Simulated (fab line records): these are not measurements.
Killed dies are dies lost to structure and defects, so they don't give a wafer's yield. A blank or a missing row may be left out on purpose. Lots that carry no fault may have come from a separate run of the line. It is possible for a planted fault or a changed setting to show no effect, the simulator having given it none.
Problem report in the 8D (eight disciplines) form, filled by code | flow ritCmos | the parts of the form that need people (team, actions taken, sign-off) are left out

## 1. THE ISSUE
Wafers without a fault read 208.1 s with a standard deviation of 0.39, while runLengthS at RIT_PRETRO_STRIP_09 averages 27.3 s across 3 wafers of 1 lot. That is -99 or more standard deviations from the usual mean.
The step: strips in O2, time 180 s.
The first sign was on wafer L876.4 at day 5 10:19, on plasmaAsher-04. The record has a number at this step for 15 wafers belonging to 5 lots. Rule for "out", or "out of limits": more than 4 standard deviations from the usual mean. The other wafers with a number count as sound.

## 2. WHAT IT IS, WHAT IT ISN'T
question                    | is                     | is not
which readings at this step | runLengthS             | chamberPressureMTorr, drypumpMotorCurrentA
which lots                  | L876                   | L867, L869, L880, L882
which wafers of those lots  | all that have a number | -
read on which tools         | plasmaAsher-04         | plasmaAsher-01, plasmaAsher-03
when                        | from day 5 10:19       | up to then (6 sound wafers); but 6 sound wafers of L880, L882 came after

## 3. THE SUSPECTS, EACH WITH WHAT RULES IT OUT
Counting: a tool stays on the suspect list if, at a process step up to the reading, it processed all lots that are out and no sound lot following the first of them.
- plasmaAsher-02 at RIT_NRETRO_STRIP_09 (strips in O2, time 180 s): ruled out as a lasting fault. Sound lots L882 ran on it after its first lot that is out, L876 (day 5 08:38).
- plasmaAsher-04 at RIT_PRETRO_STRIP_09 (strips in O2, time 180 s): kept. It ran the lot that is out, L876 (day 5 10:19), and no sound lot after that; its last sound lot up to then is L869 (day 3 23:44). Its own readings are out on those wafers: runLengthS.
Left after counting: plasmaAsher-04 at RIT_PRETRO_STRIP_09.

## 4. THE CAUSE (what the simulator had put in)
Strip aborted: plasmaAsher-04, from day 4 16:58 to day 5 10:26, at RIT_PRETRO_STRIP_09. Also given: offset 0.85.
Counting left only this tool.

## 5. THE EFFECT CHAIN, in route order
Each row: a reading whose mean over the struck wafers that have a number lies more than 3 standard deviations from the usual. Only readings for which the record gives a usual standard deviation are gone through. hours: the time from each lot's start at the first step in this table that gives one to its start at this step, as a median over the lots. sigmas: the change in usual standard deviations.
hours | step                | reading    | usual   | on struck wafers | change | sigmas
0     | RIT_PRETRO_STRIP_09 | runLengthS | 208.1 s | 27.3             | -180.8 | -99 or more
Process steps it contains:
- RIT_PRETRO_STRIP_09: strips in O2, time 180 s.
Later steps that measure or inspect, where all struck wafers having a row at the step show a number for every such reading and not one has moved that far: RIT_PRETRO_TW_MEAS_10.

## 6. WHAT WOULD HAVE CAUGHT IT SOONER
First out-of-limits reading in this record: day 5 10:19, which is 17 hours after fault onset at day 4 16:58.
